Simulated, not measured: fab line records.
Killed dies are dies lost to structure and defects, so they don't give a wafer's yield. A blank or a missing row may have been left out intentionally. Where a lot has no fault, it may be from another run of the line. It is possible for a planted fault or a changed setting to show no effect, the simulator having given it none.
Lot-split experiment	flow berkeley-cmos170	5 lots, 23 wafers read, on a route of 331 steps

== ON THE SPLIT ==
At UCB170_NWELL_IMPLANT_14, the setting energy-kev was moved away from the recipe's 150 on 11 of the 23 wafers read, by -5.3% to +4.1%. For the rest of the wafers, this setting stayed at what the recipe calls for.

The reading comes from the split's own step.

== THE READING ==
The simulator's own value implant.drp-nm, read by no gauge, in nm at UCB170_NWELL_IMPLANT_14. There is no usual value for it anywhere in the file.

wafer	tool, chamber at the split	energy-kev as run	against the recipe	implant.drp-nm, nm	against lot-mates on the recipe
L074.1	implanter-04, 0	152.6	+1.7%	63.55	+0.83
L074.2	implanter-04, 0	152.6	+1.7%	63.55	+0.83
L074.4	implanter-04, 0	152.6	+1.7%	63.55	+0.83
L074.5	implanter-04, 0	150	recipe	62.72	-
L074.6	implanter-04, 0	150	recipe	62.72	-
L075.1	implanter-01, 0	150	recipe	62.72	-
L075.3	implanter-01, 0	150	recipe	62.72	-
L075.6	implanter-01, 0	150	recipe	62.72	-
L078.1	implanter-03, 0	150	recipe	62.72	-
L078.6	implanter-03, 0	150	recipe	62.72	-
L078.3	implanter-03, 0	142	-5.3%	60.09	-2.63
L078.4	implanter-03, 0	142	-5.3%	60.09	-2.63
L078.5	implanter-03, 0	142	-5.3%	60.09	-2.63
L079.1	implanter-04, 0	150	recipe	62.72	-
L079.6	implanter-04, 0	150	recipe	62.72	-
L079.2	implanter-04, 0	152.4	+1.6%	63.48	+0.76
L079.4	implanter-04, 0	152.4	+1.6%	63.48	+0.76
L079.5	implanter-04, 0	152.4	+1.6%	63.48	+0.76
L081.2	implanter-01, 0	156.2	+4.1%	64.66	+1.94
L081.6	implanter-01, 0	156.2	+4.1%	64.66	+1.94
L081.3	implanter-01, 0	150	recipe	62.72	-
L081.4	implanter-01, 0	150	recipe	62.72	-
L081.5	implanter-01, 0	150	recipe	62.72	-

THE FIT
A straight line over all 23 wafers: implant.drp-nm changes by +0.485 nm for each +1% of energy-kev; r = +1.00; the points scatter about the line by 0.022 nm.
The same after taking each lot's own level away (the mean of its wafers on the recipe; 23 wafers): +0.485 nm for each +1%; r = +1.00; scatter 0.022 nm.
According to that fit, moving energy-kev by its largest amount changes the reading by 2.6 nm.
The lots' own levels span 62.720 to 62.720 nm.
Hence the lot-to-lot level has little effect on the slope; both slopes agree.
Check: for one of the wafers moved furthest among these (-5.3%), held out of the fit, the line's prediction against its lot-mates is -2.59 nm. It came out at -2.63 nm against them.

== OTHER SPLITS APPLIED TO THESE WAFERS ==
These wafers also went through other splits before the reading. Each is held against what the fit with the lots' levels taken away leaves over:
other split on the same wafers	wafers away from the commonest value	r with implant.drp-nm (lot level and that fit taken away)
UCB170_START_OXIDATION_02 ox-time-s	15	+0.08
UCB170_NWELL_CVD_04 pressure-mtorr	18	+0.05

== THE WHOLE CHAIN: every reading that the file lists as answering this split, in the file's order ==
step	what it does	reading	change (the file's fit)	r (the file's)
UCB170_NWELL_IMPLANT_14		implant.rp-nm (the simulator's own value, which no gauge read)	+1.92 nm for each +1% of the setting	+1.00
UCB170_NWELL_IMPLANT_14		implant.drp-nm (the simulator's own value, which no gauge read)	+0.483 nm for each +1% of the setting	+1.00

== FILE'S OWN FIT ==
implant.drp-nm changes by +0.483 nm for each +1% of energy-kev, r = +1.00.
